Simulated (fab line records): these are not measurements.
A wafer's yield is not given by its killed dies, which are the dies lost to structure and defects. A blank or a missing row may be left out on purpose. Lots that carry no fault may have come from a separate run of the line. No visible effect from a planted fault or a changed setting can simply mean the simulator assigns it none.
What tool caused it? / flow berkeleyCmos170 / 15 lots, 45 wafers sampled, at 4 steps of a route of 331

WHAT THE GAUGES READ, wafer by wafer
UCB170_M1_THK_MEAS_02: measures by xrf.
lot=L706; measured=day 8 20:05; on=filmMetro-03; M1_AL_THK (nm)=610 608 609
lot=L707; measured=day 8 20:21; on=filmMetro-04; M1_AL_THK (nm)=601 587 607
lot=L711; measured=day 9 17:59; on=filmMetro-03; M1_AL_THK (nm)=599 600 599
lot=L713; measured=day 10 06:49; on=filmMetro-02; M1_AL_THK (nm)=600 597 597
lot=L718; measured=day 11 07:16; on=filmMetro-02; M1_AL_THK (nm)=593 607 597
lot=L719; measured=day 11 14:49; on=filmMetro-04; M1_AL_THK (nm)=600 603 599
lot=L720; measured=day 11 14:49; on=filmMetro-02; M1_AL_THK (nm)=590 587 591
lot=L722; measured=day 12 18:49; on=filmMetro-02; M1_AL_THK (nm)=602 604 610
lot=L725; measured=day 12 14:44; on=filmMetro-04; M1_AL_THK (nm)=607 615 600
lot=L724; measured=day 12 19:02; on=filmMetro-02; M1_AL_THK (nm)=595 595 588
lot=L727; measured=day 12 18:33; on=filmMetro-02; M1_AL_THK (nm)=591 581 582
lot=L728; measured=day 12 19:46; on=filmMetro-02; M1_AL_THK (nm)=605 601 598

UCB170_M2_CD_MEAS_15 targets a cd of 700 nm.
lot=L706; measured=day 9 09:59; on=cdSem-01; cdNm (nm)=697.7 696.5 698.8
lot=L707; measured=day 9 10:04; on=cdSem-02; cdNm (nm)=699.0 699.4 699.5
lot=L711; measured=day 10 04:11; on=cdSem-01; cdNm (nm)=699.0 698.7 699.1
lot=L713; measured=day 10 13:56; on=cdSem-01; cdNm (nm)=697.6 697.3 698.7
lot=L718; measured=day 11 18:12; on=cdSem-02; cdNm (nm)=702.1 701.8 702.1
lot=L719; measured=day 12 00:27; on=cdSem-02; cdNm (nm)=702.1 700.4 701.4
lot=L720; measured=day 11 22:58; on=cdSem-01; cdNm (nm)=700.6 699.1 698.0
lot=L722; measured=day 13 04:51; on=cdSem-02; cdNm (nm)=701.2 701.7 701.2
lot=L725; measured=day 12 22:55; on=cdSem-01; cdNm (nm)=700.0 699.8 700.3
lot=L724; measured=day 13 10:10; on=cdSem-02; cdNm (nm)=698.8 699.1 699.2
lot=L727; measured=day 13 04:34; on=cdSem-02; cdNm (nm)=702.6 701.3 701.7
lot=L728; measured=day 13 10:00; on=cdSem-01; cdNm (nm)=700.3 699.5 698.9

WHICH TOOL RAN EACH LOT (tool, then ch and the chambers of the sampled wafers, then the start)
lot=L706; UCB170_ACTIVE_EXPOSE_10=krfScanner-02 ch 0, day 5 05:20; UCB170_SPACER_ETCHBACK_03=rieDiel-03 ch 0,1,3, day 8 10:12
lot=L707; UCB170_ACTIVE_EXPOSE_10=krfScanner-02 ch 0, day 5 05:31; UCB170_SPACER_ETCHBACK_03=rieDiel-02 ch 0,1,3, day 8 10:12
lot=L709; UCB170_ACTIVE_EXPOSE_10=krfScanner-02, day 5 17:43; UCB170_SPACER_ETCHBACK_03=-
lot=L710; UCB170_ACTIVE_EXPOSE_10=krfScanner-02, day 5 17:49; UCB170_SPACER_ETCHBACK_03=-
lot=L712; UCB170_ACTIVE_EXPOSE_10=krfScanner-02, day 6 01:54; UCB170_SPACER_ETCHBACK_03=-
lot=L711; UCB170_ACTIVE_EXPOSE_10=krfScanner-01 ch 0, day 6 02:05; UCB170_SPACER_ETCHBACK_03=rieDiel-01 ch 0,1,2, day 9 02:50
lot=L713; UCB170_ACTIVE_EXPOSE_10=krfScanner-02 ch 0, day 6 13:07; UCB170_SPACER_ETCHBACK_03=rieDiel-03 ch 0,1,2, day 9 17:52
lot=L718; UCB170_ACTIVE_EXPOSE_10=krfScanner-01 ch 0, day 7 11:40; UCB170_SPACER_ETCHBACK_03=rieDiel-02 ch 0,1,2, day 10 13:13
lot=L719; UCB170_ACTIVE_EXPOSE_10=krfScanner-01 ch 0, day 8 14:00; UCB170_SPACER_ETCHBACK_03=rieDiel-03 ch 0,1,3, day 10 23:09
lot=L720; UCB170_ACTIVE_EXPOSE_10=krfScanner-01 ch 0, day 8 14:16; UCB170_SPACER_ETCHBACK_03=rieDiel-01 ch 0,1,2, day 10 23:09
lot=L722; UCB170_ACTIVE_EXPOSE_10=krfScanner-02 ch 0, day 9 04:31; UCB170_SPACER_ETCHBACK_03=rieDiel-02 ch 2,3, day 12 00:19
lot=L725; UCB170_ACTIVE_EXPOSE_10=krfScanner-02 ch 0, day 9 05:04; UCB170_SPACER_ETCHBACK_03=rieDiel-03 ch 1,2, day 12 00:19
lot=L724; UCB170_ACTIVE_EXPOSE_10=krfScanner-02 ch 0, day 9 05:11; UCB170_SPACER_ETCHBACK_03=rieDiel-01 ch 1,2,3, day 12 00:19
lot=L727; UCB170_ACTIVE_EXPOSE_10=krfScanner-01 ch 0, day 9 11:50; UCB170_SPACER_ETCHBACK_03=rieDiel-03 ch 1,3, day 12 00:23
lot=L728; UCB170_ACTIVE_EXPOSE_10=krfScanner-01 ch 0, day 9 12:15; UCB170_SPACER_ETCHBACK_03=rieDiel-02 ch 1,3, day 12 07:03
- UCB170_ACTIVE_EXPOSE_10: exposes mask ACTIVE, target cd 1200 nm.
- UCB170_SPACER_ETCHBACK_03: etches SiO2 in CHF3/CF4/Ar, stops on Si, target depth 376 nm, time 100 s.

AS READ BY THE TOOLS THEMSELVES (means over the sampled wafers that have a number; for cases with no such wafer, the mark the record gives instead)
UCB170_ACTIVE_EXPOSE_10.
lot=L706; tool=krfScanner-02; exposureDoseMJCm2=19.987; focusOffsetNm (nm)=-0.0
lot=L707; tool=krfScanner-02; exposureDoseMJCm2=19.996; focusOffsetNm (nm)=0.2
lot=L709; tool=krfScanner-02; exposureDoseMJCm2=-; focusOffsetNm (nm)=-
lot=L710; tool=krfScanner-02; exposureDoseMJCm2=-; focusOffsetNm (nm)=-
lot=L712; tool=krfScanner-02; exposureDoseMJCm2=-; focusOffsetNm (nm)=-
lot=L711; tool=krfScanner-01; exposureDoseMJCm2=20.017; focusOffsetNm (nm)=0.1
lot=L713; tool=krfScanner-02; exposureDoseMJCm2=20.001; focusOffsetNm (nm)=-0.1
lot=L718; tool=krfScanner-01; exposureDoseMJCm2=20.003; focusOffsetNm (nm)=-0.5
lot=L719; tool=krfScanner-01; exposureDoseMJCm2=19.985; focusOffsetNm (nm)=0.1
lot=L720; tool=krfScanner-01; exposureDoseMJCm2=19.999; focusOffsetNm (nm)=-0.1
lot=L722; tool=krfScanner-02; exposureDoseMJCm2=19.985; focusOffsetNm (nm)=1.0
lot=L725; tool=krfScanner-02; exposureDoseMJCm2=20.017; focusOffsetNm (nm)=0.8
lot=L724; tool=krfScanner-02; exposureDoseMJCm2=20.000; focusOffsetNm (nm)=-0.3
lot=L727; tool=krfScanner-01; exposureDoseMJCm2=20.014; focusOffsetNm (nm)=0.1
lot=L728; tool=krfScanner-01; exposureDoseMJCm2=20.000; focusOffsetNm (nm)=0.0

UCB170_SPACER_ETCHBACK_03.
lot=L706; tool=rieDiel-03; CHF3_flow_sccm (sccm)=49.88; drypumpMotorCurrentA (A)=5.9; oesProductAu (a.u.)=0.898; rfFwdPowerW (W)=496.8; throttleValvePct (%)=6.45
lot=L707; tool=rieDiel-02; CHF3_flow_sccm (sccm)=49.97; drypumpMotorCurrentA (A)=5.4; oesProductAu (a.u.)=0.893; rfFwdPowerW (W)=497.9; throttleValvePct (%)=6.48
lot=L711; tool=rieDiel-01; CHF3_flow_sccm (sccm)=49.95; drypumpMotorCurrentA (A)=5.5; oesProductAu (a.u.)=0.896; rfFwdPowerW (W)=497.5; throttleValvePct (%)=6.39
lot=L713; tool=rieDiel-03; CHF3_flow_sccm (sccm)=50.17; drypumpMotorCurrentA (A)=5.5; oesProductAu (a.u.)=0.911; rfFwdPowerW (W)=497.1; throttleValvePct (%)=6.52
lot=L718; tool=rieDiel-02; CHF3_flow_sccm (sccm)=49.98; drypumpMotorCurrentA (A)=5.3; oesProductAu (a.u.)=0.906; rfFwdPowerW (W)=497.5; throttleValvePct (%)=6.51
lot=L719; tool=rieDiel-03; CHF3_flow_sccm (sccm)=50.05; drypumpMotorCurrentA (A)=5.9; oesProductAu (a.u.)=0.907; rfFwdPowerW (W)=497.7; throttleValvePct (%)=6.46
lot=L720; tool=rieDiel-01; CHF3_flow_sccm (sccm)=49.89; drypumpMotorCurrentA (A)=5.5; oesProductAu (a.u.)=0.900; rfFwdPowerW (W)=498.4; throttleValvePct (%)=6.38
lot=L722; tool=rieDiel-02; CHF3_flow_sccm (sccm)=49.99; drypumpMotorCurrentA (A)=5.5; oesProductAu (a.u.)=0.892; rfFwdPowerW (W)=495.5; throttleValvePct (%)=6.29
lot=L725; tool=rieDiel-03; CHF3_flow_sccm (sccm)=49.88; drypumpMotorCurrentA (A)=5.2; oesProductAu (a.u.)=0.921; rfFwdPowerW (W)=495.8; throttleValvePct (%)=6.49
lot=L724; tool=rieDiel-01; CHF3_flow_sccm (sccm)=50.13; drypumpMotorCurrentA (A)=5.6; oesProductAu (a.u.)=0.878; rfFwdPowerW (W)=498.7; throttleValvePct (%)=6.45
lot=L727; tool=rieDiel-03; CHF3_flow_sccm (sccm)=49.82; drypumpMotorCurrentA (A)=5.6; oesProductAu (a.u.)=0.928; rfFwdPowerW (W)=495.6; throttleValvePct (%)=6.42
lot=L728; tool=rieDiel-02; CHF3_flow_sccm (sccm)=50.01; drypumpMotorCurrentA (A)=5.6; oesProductAu (a.u.)=0.903; rfFwdPowerW (W)=499.2; throttleValvePct (%)=6.50

THE ANSWER, worked out from the rows above alone
Rule: the usual values come from the lots themselves. The widest of any qualifying gaps counts: lots, ordered by their means at a reading, are off when they make up no more than a third of the lots, leave a main group of 4 or more, and stand apart from it by 3 or more times the standard deviation of that group's means. Not used: any main group whose means are identical at the precision the tables above print for the reading. A lot without any number at a reading at which 4 lots or more have one is off too. Any other lot the step has rows for is counted as sound. Order of review: gauges by route order, followed by the tools' own readings, for which a lot's mean as printed above is used. The first step at which some lot is off is used, and at that step the reading that is off furthest; a lot without a number counts as furthest.
Off, at UCB170_ACTIVE_EXPOSE_10 on exposureDoseMJCm2: L709, L710, L712. Without a number there: L709, L710, L712. Mean 20.000 and standard deviation 0.011 in the main group.
If a tool, at that step or one of the process steps before it, ran each lot that is off and ran no sound lot following the first of them, it fits. Not one of the candidates tried fits.

WHAT THE SIMULATOR HAD INSERTED
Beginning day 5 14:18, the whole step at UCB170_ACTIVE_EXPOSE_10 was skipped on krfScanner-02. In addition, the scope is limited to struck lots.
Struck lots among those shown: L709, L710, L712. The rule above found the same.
